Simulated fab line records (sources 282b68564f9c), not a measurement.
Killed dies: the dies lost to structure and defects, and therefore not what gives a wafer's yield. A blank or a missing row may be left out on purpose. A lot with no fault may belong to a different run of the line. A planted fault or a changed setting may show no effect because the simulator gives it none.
fab line records	flow rit-cmos	part 1 of 2: steps 1 to 30 of 31
record lots=5	wafers=23
route steps=202 shown ACTIVE@2 FOX1@20 NWELL@30 PWELL@47 NRETRO@61 PRETRO@66 GATE@81 NLDD@104 PLDD@115 M1@202
start-h: the number of hours between the record's first day and the start of the first shown wafer of the lot	wait-h: hours elapsed since this lot's preceding step	" repeats the value in the row above	L1.1+2: one row covering several wafers at once	- no value, or no start given	* or withheld: withheld	< > ~ a bound
route shown NAME@n: NAME is a module with steps in the file, n the number in the route of the first one	usual: the fault-free wafers' mean and standard deviation	same: alike in all rows	chamber/n: place in a boat	sites: each site's reading	_std_site: their standard deviation	_edge_site: inner sites' mean taken away from outer sites' mean	radius-mm: for every site, how far away it sits from the centre of the wafer	mask NAME#n: copy n	behind: the tool/chamber that last shaped the wafer	hold: why the lot was held/for how many hours/how that ended	device: the n, p or np transistor that did not switch	end of line: the same wafers' tests at the end of the route	a step without rows: its recipe alone	killed: dies lost to structure and defects at the first sort, not the wafer's yield	map: per-die view of a wafer (x killed, . not killed, _ where there is no die)
set.NAME: the setting that was run; set.NAME@STEP: the one run at that earlier step	model.NAME: the simulator's own value behind a step, which no gauge read
lots whose settings were changed on purpose; a table a step, a row a wafer
## steps
# step RIT_ACTIVE_OXIDATION_01
# recipe temp-c=1000	ambient=O2	target-thk-a=468	ox-time-s=3360
lot.wafer	tool	chamber	start-h	wait-h	set.temp-c	model.SiO2_of_ACTIVE_OXIDATION_01.thk-nm
L074.1	-	-	-	0.1	975.1	37.69
L074.2	"	-	"	"	975.1	37.19
L074.3	"	-	"	"	975.1	38.54
L074.4	"	-	"	"	975.1	38.21
L074.6	"	-	"	"	975.1	37.82
L078.1	-	-	-	0.1	989.8	42.3
L078.2	"	-	"	"	989.8	41.78
L078.4	"	-	"	"	989.8	42.04
L078.5	"	-	"	"	989.8	41.73
L078.6	"	-	"	"	989.8	42.5
L081.2	furnace-04	0	45.12	0.1	1000	46.31
L081.3	"	0	"	"	1000	45.93
L081.6	"	0	"	"	1000	46.45
L082.1	-	-	-	0.7	971.4	37.43
L082.3	"	-	"	"	971.4	37.85
L082.4	"	-	"	"	971.4	37.39
L082.5	"	-	"	"	971.4	37.62
L082.6	"	-	"	"	971.4	37.46
L085.1	-	-	-	0.2	1000	45.9
L085.2	"	-	"	"	1000	46.31
L085.4	"	-	"	"	1000	46.71
L085.5	"	-	"	"	1000	46.24
L085.6	"	-	"	"	1000	46.41
# step RIT_ACTIVE_THK_MEAS_02
# recipe reads=SiO2_of_ACTIVE_OXIDATION_01
# usual ACTIVE_OXIDE_THK=46.7/0.89
lot.wafer	tool	chamber	start-h	wait-h	set.temp-c@ACTIVE_OXIDATION_01	ACTIVE_OXIDE_THK[nm]
L074.1	film-metro-02	-	-	-	975.1	37.7
L074.2	"	-	"	"	975.1	37.2
L074.3	"	-	"	"	975.1	38.5
L074.4	"	-	"	"	975.1	38.2
L074.6	"	-	"	"	975.1	37.8
L078.1	film-metro-02	-	-	-	989.8	42.3
L078.2	"	-	"	"	989.8	41.8
L078.4	"	-	"	"	989.8	42.1
L078.5	"	-	"	"	989.8	41.7
L078.6	"	-	"	"	989.8	42.5
L081.2	film-metro-01	-	47.06	0.0	1000	46.3
L081.3	"	-	"	"	1000	46.0
L081.6	"	-	"	"	1000	46.5
L082.1	film-metro-04	-	-	-	971.4	37.4
L082.3	"	-	"	"	971.4	37.8
L082.4	"	-	"	"	971.4	37.4
L082.5	"	-	"	"	971.4	37.7
L082.6	"	-	"	"	971.4	37.4
L085.1	film-metro-04	-	-	-	1000	45.9
L085.2	"	-	"	"	1000	46.3
L085.4	"	-	"	"	1000	46.7
L085.5	"	-	"	"	1000	46.2
L085.6	"	-	"	"	1000	46.4
# step RIT_ACTIVE_CVD_03
# recipe material=Si3N4	target-thk-nm=150	temp-c=810	precursor=SiH2Cl2/NH3	time-s=1500	pressure-mtorr=300	sih2cl2-flow-sccm=60	nh3-flow-sccm=150
lot.wafer	tool	chamber	start-h	wait-h	set.sih2cl2-flow-sccm	model.Si3N4_of_ACTIVE_CVD_03.thk-nm
L074.1	-	-	-	0.1	55.07	148.2
L074.2	"	-	"	"	55.07	147.2
L074.3	"	-	"	"	55.07	146.6
L074.4	"	-	"	"	55.07	146.3
L074.6	"	-	"	"	55.07	145.9
L078.1+5	-	-	-	0.1	53.16	145.8
L078.2	"	-	"	"	53.16	144.6
L078.4	"	-	"	"	53.16	145.4
L078.6	"	-	"	"	53.16	145.3
L081.2	lpcvd-01	0	47.11	0.0	60	148.2
L081.3	"	0	"	"	60	147.7
L081.6	"	0	"	"	60	148.3
L082.1	-	-	-	0.1	64.41	151.7
L082.3	"	-	"	"	64.41	151.9
L082.4	"	-	"	"	64.41	152.3
L082.5	"	-	"	"	64.41	153.3
L082.6	"	-	"	"	64.41	153
L085.1	-	-	-	0.1	68.6	155.6
L085.2	"	-	"	"	68.6	155.2
L085.4	"	-	"	"	68.6	155.7
L085.5	"	-	"	"	68.6	156.8
L085.6	"	-	"	"	68.6	154.9
# step RIT_ACTIVE_THK_MEAS_04
# recipe reads=Si3N4_of_ACTIVE_CVD_03
# usual ACTIVE_NITRIDE_THK=150.5/1.4
lot.wafer	tool	chamber	start-h	wait-h	set.sih2cl2-flow-sccm@ACTIVE_CVD_03	ACTIVE_NITRIDE_THK[nm]
L074.1	film-metro-01	-	-	-	55.07	148.1
L074.2	"	-	"	"	55.07	147.2
L074.3	"	-	"	"	55.07	146.6
L074.4	"	-	"	"	55.07	146.5
L074.6	"	-	"	"	55.07	146.0
L078.1	film-metro-01	-	-	-	53.16	145.9
L078.2	"	-	"	"	53.16	144.5
L078.4	"	-	"	"	53.16	145.4
L078.5	"	-	"	"	53.16	145.9
L078.6	"	-	"	"	53.16	145.3
L081.2	film-metro-01	-	48.54	0.0	60	148.3
L081.3	"	-	"	"	60	147.7
L081.6	"	-	"	"	60	148.2
L082.1	film-metro-04	-	-	-	64.41	151.7
L082.3	"	-	"	"	64.41	152.0
L082.4	"	-	"	"	64.41	152.3
L082.5	"	-	"	"	64.41	153.2
L082.6	"	-	"	"	64.41	153.0
L085.1	film-metro-02	-	-	-	68.6	155.6
L085.2	"	-	"	"	68.6	155.4
L085.4	"	-	"	"	68.6	155.7
L085.5	"	-	"	"	68.6	156.7
L085.6	"	-	"	"	68.6	154.8
# step RIT_ACTIVE_DEVELOP_10
# recipe resist=NOVOLAK	develop-time-s=50	dev-temp-c=23
lot.wafer	tool	chamber	start-h	wait-h	set.dev-temp-c
L074.1+3+4	litho-track-04	0	-	-	23
L074.2+6	"	0	"	"	20.22
L078.1+2	litho-track-01	0	-	-	23
L078.4+5+6	"	0	"	"	25.78
L081.2+3+6	litho-track-01	0	-	-	23
L082.1+3	litho-track-04	0	-	-	21.24
L082.4+5+6	"	0	"	"	23
L085.1+2+5	litho-track-02	0	-	-	23
L085.4+6	"	0	"	"	25.98
# step RIT_ACTIVE_HARDBAKE_12
# recipe resist=NOVOLAK	temp-c=140	time-s=60
# step RIT_ACTIVE_ETCH_13
# recipe stop-on=SiO2	chemistry=SF6	target=Si3N4	time-s=210	over-etch-frac=0.4	SF6_flow_sccm=200	pressure-mtorr=260	rf-w=125	target-depth-a=2100
lot.wafer	tool	chamber	start-h	wait-h	set.temp-c@ACTIVE_OXIDATION_01	model.SiO2_of_ACTIVE_OXIDATION_01.thk-nm
L074.1	rie-diel-04	3	14.71	0.1	975.1	37.69
L074.2	"	2	"	"	975.1	37.19
L074.3	"	0	"	"	975.1	38.54
L074.4	"	1	"	"	975.1	38.21
L074.6	"	0	"	"	975.1	37.82
L078.1	rie-diel-01	0	34.83	0.1	989.8	42.3
L078.2	"	3	"	"	989.8	41.78
L078.4	"	1	"	"	989.8	42.04
L078.5	"	1	"	"	989.8	41.73
L078.6	"	2	"	"	989.8	42.5
L081.2	rie-diel-04	3	49.83	0.1	1000	46.31
L081.3	"	0	"	"	1000	43.67
L081.6	"	3	"	"	1000	46.45
L082.1	rie-diel-04	0	55.27	0.1	971.4	37.43
L082.3	"	2	"	"	971.4	37.85
L082.4	"	3	"	"	971.4	37.39
L082.5	"	0	"	"	971.4	37.62
L082.6	"	1	"	"	971.4	37.46
L085.1	rie-diel-04	3	69.93	0.1	1000	45.9
L085.2	"	0	"	"	1000	46.31
L085.4	"	2	"	"	1000	46.71
L085.5	"	2	"	"	1000	46.24
L085.6	"	3	"	"	1000	46.41
# step RIT_FOX1_OXIDATION_00
# recipe temp-c=1100	ambient=H2O	target-thk-a=3507	p-h2o-torr=720	ox-time-s=1130
lot.wafer	tool	chamber	start-h	wait-h	set.ox-time-s	set.sih2cl2-flow-sccm@ACTIVE_CVD_03	model.SiO2_of_FOX1_OXIDATION_00.thk-nm	model.Si3N4_of_ACTIVE_CVD_03.thk-nm
L074.1	-	-	-	0.0	1055	55.07	325	141
L074.2	"	-	"	"	1055	55.07	328.7	140
L074.3	"	-	"	"	1055	55.07	331.9	139.4
L074.4	"	-	"	"	1055	55.07	324.1	139.1
L074.6	"	-	"	"	1055	55.07	327.7	138.7
L078.1	-	-	-	1.4	1130	53.16	352.1	138.4
L078.2	"	-	"	"	1130	53.16	350.4	137.1
L078.4	"	-	"	"	1130	53.16	357.3	138
L078.5	"	-	"	"	1130	53.16	357.7	138.3
L078.6	"	-	"	"	1130	53.16	349.1	137.9
L081.2	furnace-02	0	50.75	0.1	1130	60	349.3	140.8
L081.3	"	0	"	"	1130	60	349.7	140.2
L081.6	"	0	"	"	1130	60	349.1	140.8
L082.1	-	-	-	0.9	1130	64.41	356.3	144.3
L082.3	"	-	"	"	1130	64.41	351.2	144.5
L082.4	"	-	"	"	1130	64.41	346.8	144.8
L082.5	"	-	"	"	1130	64.41	352.3	145.9
L082.6	"	-	"	"	1130	64.41	353.3	145.6
L085.1	-	-	-	0.3	975.7	68.6	325.3	148.7
L085.2	"	-	"	"	975.7	68.6	324.1	148.4
L085.4	"	-	"	"	975.7	68.6	325.9	148.8
L085.5	"	-	"	"	975.7	68.6	318.9	149.9
L085.6	"	-	"	"	975.7	68.6	317.1	148
# step RIT_NWELL_SOFTBAKE_02
# recipe resist=NOVOLAK	temp-c=90	time-s=60
lot.wafer	tool	chamber	start-h	wait-h	set.temp-c	model.NOVOLAK_of_NWELL_COAT_01.thk-nm
L074.1	litho-track-01	0	19.61	0.1	90	1308
L074.2	"	0	"	"	90	1307
L074.3	"	0	"	"	90	1306
L074.4+6	"	0	"	"	90	1302
L078.1+6	litho-track-02	0	41.09	0.1	90	1293
L078.2+4	"	0	"	"	92.29	1284
L078.5	"	0	"	"	90	1295
L081.2+6	litho-track-01	0	54.92	0.1	90	1307
L081.3	"	0	"	"	90	1305
L082.1	litho-track-02	0	61.06	0.1	90	1297
L082.3+6	"	0	"	"	93.15	1282
L082.4	"	0	"	"	90	1295
L082.5	"	0	"	"	90	1293
L085.1	litho-track-03	0	75.35	0.1	90	1306
L085.2+5	"	0	"	"	90	1304
L085.4	"	0	"	"	90	1300
L085.6	"	0	"	"	90	1303
# step RIT_NWELL_IMPLANT_08
# recipe species=P	energy-kev=170	dose-cm2=5e+13	tilt-deg=7
lot.wafer	tool	chamber	start-h	wait-h	set.energy-kev	model.implant.rp-nm	model.implant.drp-nm
L074.1+2+3+4+6	implanter-02	0	20.61	0.2	170	210.2	68.82
L078.1+2+4	implanter-01	0	42.09	0.2	170	217.2	68.82
L078.5+6	"	0	"	"	159.9	203.9	65.79
L081.2+3+6	implanter-01	0	55.91	0.2	170	206.6	68.82
L082.1+5+6	implanter-04	0	62.05	0.2	173.4	220.6	69.85
L082.3+4	"	0	"	"	170	216.1	68.82
L085.1+4+6	implanter-01	0	76.34	0.2	170	214.5	68.82
L085.2+5	"	0	"	"	161.5	203.5	66.28
# step RIT_PWELL_IMPLANT_08
# recipe species=B	energy-kev=170	dose-cm2=7e+13	tilt-deg=7
lot.wafer	tool	chamber	start-h	wait-h	set.energy-kev	model.implant.rp-nm	model.implant.drp-nm
L074.1+6	implanter-04	0	22.45	0.2	170	485.9	102.9
L074.2+3+4	"	0	"	"	162.5	469.8	101.2
L078.1+4	implanter-04	0	43.76	0.2	170	496.8	102.9
L078.2+5+6	"	0	"	"	173.8	505.4	103.5
L081.2+3+6	implanter-02	0	57.46	0.2	170	480.1	102.9
L082.1+3+4+5+6	implanter-04	0	63.60	0.2	170	478	102.9
L085.1+2+4+5+6	implanter-04	0	77.89	0.2	170	481.7	102.9
# step RIT_NRETRO_IMPLANT_08
# recipe species=P	energy-kev=70	dose-cm2=1e+13	tilt-deg=7
lot.wafer	tool	chamber	start-h	wait-h	set.dose-cm2
L074.1+2+6	implanter-03	0	29.45	0.2	1e+13
L074.3+4	"	0	"	"	1.071e+13
L078.1+2+4+5+6	implanter-01	0	50.64	0.2	1e+13
L081.2+3+6	implanter-03	0	64.46	0.2	1e+13
L082.1+6	implanter-02	0	70.60	0.2	9.321e+12
L082.3+4+5	"	0	"	"	1e+13
L085.1+5+6	implanter-03	0	85.97	0.2	1e+13
L085.2+4	"	0	"	"	9.423e+12
# step RIT_NRETRO_STRIP_09
# recipe chemistry=O2	time-s=180	resist=NOVOLAK	platen-temp-c=withheld	power-w=500	pressure-mtorr=4000	o2-flow-sccm=4000
# step RIT_NRETRO_TW_MEAS_10
# usual NRETRO_TW=1048/6.1
lot.wafer	tool	chamber	start-h	wait-h	set.dose-cm2@NRETRO_IMPLANT_08	NRETRO_TW
L074.1	film-metro-04	-	29.77	0.1	1e+13	1050
L074.2	"	-	"	"	1e+13	1054
L074.3	"	-	"	"	1.071e+13	1079
L074.4	"	-	"	"	1.071e+13	1076
L074.6	"	-	"	"	1e+13	1051
L078.1	film-metro-01	-	50.96	0.1	1e+13	1039
L078.2	"	-	"	"	1e+13	1042
L078.4	"	-	"	"	1e+13	1041
L078.5	"	-	"	"	1e+13	1040
L078.6	"	-	"	"	1e+13	1043
L081.2	film-metro-01	-	64.77	0.1	1e+13	1046
L081.3	"	-	"	"	1e+13	1045
L081.6	"	-	"	"	1e+13	1043
L082.1	film-metro-01	-	70.93	0.1	9.321e+12	1020
L082.3	"	-	"	"	1e+13	1050
L082.4	"	-	"	"	1e+13	1041
L082.5	"	-	"	"	1e+13	1042
L082.6	"	-	"	"	9.321e+12	1019
L085.1	film-metro-04	-	86.30	0.1	1e+13	1052
L085.2	"	-	"	"	9.423e+12	1034
L085.4	"	-	"	"	9.423e+12	1030
L085.5	"	-	"	"	1e+13	1049
L085.6	"	-	"	"	1e+13	1058
# step RIT_PRETRO_SOFTBAKE_02
# recipe resist=NOVOLAK	temp-c=90	time-s=60
lot.wafer	tool	chamber	start-h	wait-h	set.temp-c
L074.1+3+6	litho-track-01	0	30.13	0.1	90
L074.2+4	"	0	"	"	91.76
L078.1+2	litho-track-02	0	51.32	0.1	93.07
L078.4+5+6	"	0	"	"	90
L081.2+3+6	litho-track-04	0	65.15	0.1	90
L082.1+3+4+5+6	litho-track-01	0	71.29	0.1	90
L085.1+2+4	litho-track-02	0	86.69	0.1	87.38
L085.5+6	"	0	"	"	90
# step RIT_PRETRO_EXPOSE_03
# recipe mask-id=M5	na=0.57	target-cd-nm=43700	dose-mj=250
# step RIT_PRETRO_PEB_04
# recipe resist=NOVOLAK	temp-c=withheld	time-s=withheld
# step RIT_PRETRO_DEVELOP_05
# recipe resist=NOVOLAK	develop-time-s=68	dev-temp-c=23
lot.wafer	tool	chamber	start-h	wait-h	set.temp-c@PRETRO_SOFTBAKE_02	model.NOVOLAK_of_PRETRO_COAT_01.thk-nm
L074.1	litho-track-04	0	-	-	90	1304
L074.2	"	0	"	"	91.76	1297
L074.3	"	0	"	"	90	1301
L074.4	"	0	"	"	91.76	1295
L074.6	"	0	"	"	90	1303
L078.1	litho-track-01	0	-	-	93.07	1291
L078.2	"	0	"	"	93.07	1286
L078.4	"	0	"	"	90	1299
L078.5+6	"	0	"	"	90	1298
L081.2	litho-track-01	0	-	-	90	1292
L081.3	"	0	"	"	90	1290
L081.6	"	0	"	"	90	1288
L082.1+5	litho-track-04	0	-	-	90	1298
L082.3	"	0	"	"	90	1295
L082.4	"	0	"	"	90	1296
L082.6	"	0	"	"	90	1297
L085.1	litho-track-02	0	-	-	87.38	1315
L085.2	"	0	"	"	87.38	1313
L085.4	"	0	"	"	87.38	1312
L085.5+6	"	0	"	"	90	1302
# step RIT_GATE_OXIDATION_05
# recipe temp-c=900	ambient=O2	target-thk-a=30	ox-time-s=270
lot.wafer	tool	chamber	start-h	wait-h	set.temp-c
L074.1+2+3+4+6	-	-	-	0.2	900
L078.1+2+4+5+6	-	-	-	0.1	914.1
L081.2+3+6	furnace-01	0	68.22	1.4	900
L082.1+3+4+5+6	-	-	-	0.7	900
L085.1+2+4+5+6	-	-	-	0.1	900
# step RIT_NLDD_COAT_01
# recipe resist=NOVOLAK	spin-rpm=3250	resist-thk-nm=1000
lot.wafer	tool	chamber	start-h	wait-h	set.resist-thk-nm	model.NOVOLAK_of_NLDD_COAT_01.thk-nm
L074.1	litho-track-03	0	40.43	0.1	1000	997.5
L074.2	"	0	"	"	1000	997
L074.3	"	0	"	"	1000	998.5
L074.4	"	0	"	"	978.2	974.1
L074.6	"	0	"	"	978.2	975.1
L078.1	litho-track-03	0	60.95	0.1	1000	1003
L078.2	"	0	"	"	945.9	950.9
L078.4	"	0	"	"	945.9	949.9
L078.5	"	0	"	"	1000	1002
L078.6	"	0	"	"	1000	1005
L081.2+6	litho-track-03	0	77.47	0.1	1000	1000
L081.3	"	0	"	"	1000	999.5
L082.1+6	litho-track-01	0	81.92	0.1	958.5	958.8
L082.3	"	0	"	"	1000	997.8
L082.4	"	0	"	"	958.5	960
L082.5	"	0	"	"	1000	998.3
L085.1	litho-track-04	0	96.88	0.1	1000	1003
L085.2	"	0	"	"	1000	1002
L085.4	"	0	"	"	1000	1000
L085.5	"	0	"	"	1000	1001
L085.6	"	0	"	"	1000	998.3
# step RIT_NLDD_SOFTBAKE_02
# recipe resist=NOVOLAK	temp-c=90	time-s=60
# step RIT_NLDD_EXPOSE_03
# recipe mask-id=M7	na=0.57	target-cd-nm=40700	dose-mj=250
# step RIT_NLDD_DEVELOP_05
# recipe resist=NOVOLAK	develop-time-s=50	dev-temp-c=23
# step RIT_NLDD_HARDBAKE_07
# recipe resist=NOVOLAK	temp-c=140	time-s=60
lot.wafer	tool	chamber	start-h	wait-h	set.resist-thk-nm@NLDD_COAT_01	model.NOVOLAK_of_NLDD_COAT_01.thk-nm
L074.1	litho-track-03	0	41.29	0.0	1000	881.6
L074.2	"	0	"	"	1000	881.2
L074.3	"	0	"	"	1000	882.5
L074.4	"	0	"	"	978.2	861.1
L074.6	"	0	"	"	978.2	862
L078.1	litho-track-04	0	61.69	0.0	1000	886.4
L078.2	"	0	"	"	945.9	840.8
L078.4	"	0	"	"	945.9	840
L078.5	"	0	"	"	1000	885.3
L078.6	"	0	"	"	1000	888.4
L081.2	litho-track-04	0	78.33	0.0	1000	884
L081.3	"	0	"	"	1000	883.3
L081.6	"	0	"	"	1000	883.9
L082.1	litho-track-04	0	82.67	0.0	958.5	847.7
L082.3	"	0	"	"	1000	881.9
L082.4	"	0	"	"	958.5	848.8
L082.5	"	0	"	"	1000	882.3
L082.6	"	0	"	"	958.5	847.8
L085.1	litho-track-03	0	97.74	0.0	1000	886.6
L085.2	"	0	"	"	1000	885.1
L085.4	"	0	"	"	1000	884
L085.5	"	0	"	"	1000	884.3
L085.6	"	0	"	"	1000	882.3
# step RIT_PLDD_COAT_01
# recipe resist=NOVOLAK	spin-rpm=3250	resist-thk-nm=1000
lot.wafer	tool	chamber	start-h	wait-h	set.resist-thk-nm	model.NOVOLAK_of_PLDD_COAT_01.thk-nm
L074.1	litho-track-02	0	41.97	0.1	1046	1044
L074.2	"	0	"	"	1046	1043
L074.3	"	0	"	"	1000	995.4
L074.4	"	0	"	"	1046	1045
L074.6	"	0	"	"	1000	997.7
L078.1	litho-track-04	0	62.37	0.1	1000	999.2
L078.2+6	"	0	"	"	1018	1018
L078.4	"	0	"	"	1018	1020
L078.5	"	0	"	"	1000	999.6
L081.2+6	litho-track-02	0	79.22	0.1	1000	1002
L081.3	"	0	"	"	1000	1003
L082.1	litho-track-02	0	83.36	0.1	977	981.5
L082.3+6	"	0	"	"	1000	1005
L082.4	"	0	"	"	1000	1003
L082.5	"	0	"	"	977	978.2
L085.1	litho-track-03	0	98.43	0.1	1000	1003
L085.2+5	"	0	"	"	1000	1001
L085.4	"	0	"	"	1000	1002
L085.6	"	0	"	"	1000	1000
# step RIT_PLDD_SOFTBAKE_02
# recipe resist=NOVOLAK	temp-c=90	time-s=60
# step RIT_PLDD_EXPOSE_03
# recipe mask-id=M8	na=0.57	target-cd-nm=40900	dose-mj=250
# step RIT_PLDD_DEVELOP_05
# recipe resist=NOVOLAK	develop-time-s=50	dev-temp-c=23
# step RIT_PLDD_HARDBAKE_07
# recipe resist=NOVOLAK	temp-c=140	time-s=60
lot.wafer	tool	chamber	start-h	wait-h	set.resist-thk-nm@PLDD_COAT_01	model.NOVOLAK_of_PLDD_COAT_01.thk-nm
L074.1	litho-track-03	0	42.85	0.0	1046	922.6
L074.2	"	0	"	"	1046	921.5
L074.3	"	0	"	"	1000	879.8
L074.4	"	0	"	"	1046	923.3
L074.6	"	0	"	"	1000	881.8
L078.1	litho-track-03	0	63.20	0.0	1000	883
L078.2	"	0	"	"	1018	899.2
L078.4	"	0	"	"	1018	901.2
L078.5	"	0	"	"	1000	883.4
L078.6	"	0	"	"	1018	899.8
L081.2	litho-track-04	0	79.95	0.0	1000	885.5
L081.3	"	0	"	"	1000	886
L081.6	"	0	"	"	1000	885.6
L082.1	litho-track-03	0	84.10	0.0	977	867.6
L082.3+6	"	0	"	"	1000	888.4
L082.4	"	0	"	"	1000	886.3
L082.5	"	0	"	"	977	864.7
L085.1	litho-track-03	0	99.16	0.0	1000	886.7
L085.2	"	0	"	"	1000	884.7
L085.4	"	0	"	"	1000	885.5
L085.5	"	0	"	"	1000	884.3
L085.6	"	0	"	"	1000	883.9
# step RIT_PLDD_IMPLANT_08
# recipe species=BF2	energy-kev=20	dose-cm2=9e+14	tilt-deg=7
lot.wafer	tool	chamber	start-h	wait-h	set.energy-kev	model.implant.rp-nm	model.implant.drp-nm
L074.1+2	implanter-02	0	43.00	0.1	20.87	17.91	10.05
L074.3+4+6	"	0	"	"	20	17.32	9.752
L078.1+4+6	implanter-02	0	63.35	0.1	20	17.6	9.752
L078.2+5	"	0	"	"	19.54	17.28	9.594
L081.2+3+6	implanter-04	0	80.10	0.1	20	17.32	9.752
L082.1+3+4	implanter-02	0	84.25	0.1	20	17.5	9.752
L082.5+6	"	0	"	"	20.84	18.07	10.04
L085.1+4	implanter-04	0	99.31	0.1	20.43	17.51	9.898
L085.2+5+6	"	0	"	"	20	17.23	9.752
## key
split step=RIT_ACTIVE_OXIDATION_01	setting=temp-c	stated=1000	by=lot
response step=RIT_ACTIVE_OXIDATION_01	reading=model.SiO2_of_ACTIVE_OXIDATION_01.thk-nm	change=+3.13	per=1%	r=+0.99
response step=RIT_ACTIVE_THK_MEAS_02	reading=ACTIVE_OXIDE_THK	change=+3.14	per=1%	r=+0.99
response step=RIT_ACTIVE_ETCH_13	reading=model.SiO2_of_ACTIVE_OXIDATION_01.thk-nm	change=+3.03	per=1%	r=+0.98
split step=RIT_ACTIVE_CVD_03	setting=sih2cl2-flow-sccm	stated=60	by=lot
response step=RIT_ACTIVE_CVD_03	reading=model.Si3N4_of_ACTIVE_CVD_03.thk-nm	change=+0.39	per=1%	r=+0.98
response step=RIT_ACTIVE_THK_MEAS_04	reading=ACTIVE_NITRIDE_THK	change=+0.389	per=1%	r=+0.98
response step=RIT_FOX1_OXIDATION_00	reading=model.Si3N4_of_ACTIVE_CVD_03.thk-nm	change=+0.402	per=1%	r=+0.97
split step=RIT_ACTIVE_DEVELOP_10	setting=dev-temp-c	stated=23	by=wafer
response none clear
split step=RIT_FOX1_OXIDATION_00	setting=ox-time-s	stated=1130	by=lot
response step=RIT_FOX1_OXIDATION_00	reading=model.SiO2_of_FOX1_OXIDATION_00.thk-nm	change=+2.33	per=1%	r=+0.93
split step=RIT_NWELL_SOFTBAKE_02	setting=temp-c	stated=90	by=wafer
response step=RIT_NWELL_SOFTBAKE_02	reading=model.NOVOLAK_of_NWELL_COAT_01.thk-nm	change=-3.75	per=1%	r=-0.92
split step=RIT_NWELL_IMPLANT_08	setting=energy-kev	stated=170	by=wafer
response step=RIT_NWELL_IMPLANT_08	reading=model.implant.rp-nm	change=+2.22	per=1%	r=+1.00
response step=RIT_NWELL_IMPLANT_08	reading=model.implant.drp-nm	change=+0.51	per=1%	r=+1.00
split step=RIT_PWELL_IMPLANT_08	setting=energy-kev	stated=170	by=wafer
response step=RIT_PWELL_IMPLANT_08	reading=model.implant.rp-nm	change=+3.68	per=1%	r=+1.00
response step=RIT_PWELL_IMPLANT_08	reading=model.implant.drp-nm	change=+0.356	per=1%	r=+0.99
split step=RIT_NRETRO_IMPLANT_08	setting=dose-cm2	stated=1e+13	by=wafer
response step=RIT_NRETRO_TW_MEAS_10	reading=NRETRO_TW	change=+3.61	per=1%	r=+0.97
split step=RIT_PRETRO_SOFTBAKE_02	setting=temp-c	stated=90	by=wafer
response step=RIT_PRETRO_DEVELOP_05	reading=model.NOVOLAK_of_PRETRO_COAT_01.thk-nm	change=-3.34	per=1%	r=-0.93
split step=RIT_GATE_OXIDATION_05	setting=temp-c	stated=900	by=lot
response step=RIT_M1_PROBE_99	reading=model.etest.pmos_0p3.r-on-ohm-um	change=+794	per=1%	r=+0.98
response step=RIT_M1_PROBE_99	reading=model.etest.nmos_0p3.r-on-ohm-um	change=+201	per=1%	r=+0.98
split step=RIT_NLDD_COAT_01	setting=resist-thk-nm	stated=1000	by=wafer
response step=RIT_NLDD_COAT_01	reading=model.NOVOLAK_of_NLDD_COAT_01.thk-nm	change=+9.72	per=1%	r=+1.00
response step=RIT_NLDD_HARDBAKE_07	reading=model.NOVOLAK_of_NLDD_COAT_01.thk-nm	change=+8.5	per=1%	r=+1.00
split step=RIT_PLDD_COAT_01	setting=resist-thk-nm	stated=1000	by=wafer
response step=RIT_PLDD_COAT_01	reading=model.NOVOLAK_of_PLDD_COAT_01.thk-nm	change=+10.5	per=1%	r=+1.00
response step=RIT_PLDD_HARDBAKE_07	reading=model.NOVOLAK_of_PLDD_COAT_01.thk-nm	change=+9.15	per=1%	r=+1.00
split step=RIT_PLDD_IMPLANT_08	setting=energy-kev	stated=20	by=wafer
response step=RIT_PLDD_IMPLANT_08	reading=model.implant.rp-nm	change=+0.135	per=1%	r=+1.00
response step=RIT_PLDD_IMPLANT_08	reading=model.implant.drp-nm	change=+0.0681	per=1%	r=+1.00
